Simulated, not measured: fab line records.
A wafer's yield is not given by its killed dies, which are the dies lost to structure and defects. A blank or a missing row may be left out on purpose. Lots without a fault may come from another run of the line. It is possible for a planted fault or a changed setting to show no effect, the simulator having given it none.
Split-lot trial    flow berkeley cmos170    5 lots, 23 wafers read, on a route of 331 steps

== ABOUT THE SPLIT ==
At UCB170_ZERO_COAT_01 (resist thk 900 nm), the setting resist thk nm was moved away from the recipe's 900 nm on 8 of the 23 wafers read, by +1.6% to +3.0%. For the rest of the wafers, this setting stayed at what the recipe calls for.

The reading is taken at the split's own step.

== THE READING ==
KrF_of_ZERO_COAT_01.thk nm (the simulator's own value, which no gauge read), in nm, at UCB170_ZERO_COAT_01 (resist thk 900 nm). There is no usual value for it anywhere in the file. Here, 15 wafers ran the recipe; their average is 901.5 nm with a standard deviation of 2.3 nm.

wafer   tool, chamber at the split  resist thk nm as run, nm  against the recipe  KrF_of_ZERO_COAT_01.thk nm, nm  against lot-mates on the recipe
L075.1  litho track-01, 0           900                       recipe              900.5                           -
L075.2  litho track-01, 0           926.5                     +2.9%               929                             +26.9
L075.3  litho track-01, 0           926.5                     +2.9%               928.5                           +26.4
L075.5  litho track-01, 0           926.5                     +2.9%               927.6                           +25.5
L075.6  litho track-01, 0           900                       recipe              903.7                           -
L081.2  litho track-02, 0           900                       recipe              899.5                           -
L081.3  litho track-02, 0           900                       recipe              899                             -
L081.4  litho track-02, 0           926.7                     +3.0%               927.7                           +29.1
L081.5  litho track-02, 0           900                       recipe              897.3                           -
L081.6  litho track-02, 0           926.7                     +3.0%               925.9                           +27.3
L083.4  litho track-04, 0           900                       recipe              903.3                           -
L083.5  litho track-04, 0           900                       recipe              903.5                           -
L083.6  litho track-04, 0           900                       recipe              905.4                           -
L084.1  litho track-04, 0           914.2                     +1.6%               920                             +15.9
L084.3  litho track-04, 0           900                       recipe              903.8                           -
L084.4  litho track-04, 0           900                       recipe              904.4                           -
L084.5  litho track-04, 0           914.2                     +1.6%               922.7                           +18.6
L084.6  litho track-04, 0           914.2                     +1.6%               920.5                           +16.4
L085.1  litho track-02, 0           900                       recipe              898.3                           -
L085.2  litho track-02, 0           900                       recipe              901.3                           -
L085.3  litho track-02, 0           900                       recipe              901.4                           -
L085.5  litho track-02, 0           900                       recipe              900.3                           -
L085.6  litho track-02, 0           900                       recipe              900.9                           -

THE FIT
A straight line over all 23 wafers: KrF_of_ZERO_COAT_01.thk nm changes by +9.23 nm for each +1% of resist thk nm; r = +0.97; the points scatter about the line by 2.8 nm.
The same after taking each lot's own level away (the mean of its wafers on the recipe; 23 wafers): +9.32 nm for each +1%; r = +0.99; scatter 1.4 nm.
Per that fit: largest resist thk nm move, reading shift of 28 nm.
The lots' own levels span 898.60 to 904.10 nm, that is 2.4 times the standard deviation above.
The two slopes agree, so the slope changes little with the lot-to-lot level.
Check: with one of the wafers moved furthest among these (+3.0%) left out of the fit, the line predicts +27.6 nm for it against its lot-mates. Against them it came out at +29.1 nm.

== THE WHOLE CHAIN: every reading that the file lists as answering this split, in the file's order ==
step                  what it does       reading                                                                      change (the file's fit)               r (the file's)
UCB170_ZERO_COAT_01   resist thk 900 nm  KrF_of_ZERO_COAT_01.thk nm (the simulator's own value, which no gauge read)  +9.41 nm for each +1% of the setting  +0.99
UCB170_ZERO_STRIP_07  strips in O2       strip time to endpoint s                                                     withheld for each +1% of the setting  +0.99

== FILE'S OWN FIT ==
KrF_of_ZERO_COAT_01.thk nm changes by +9.41 nm for each +1% of resist thk nm, r = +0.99.
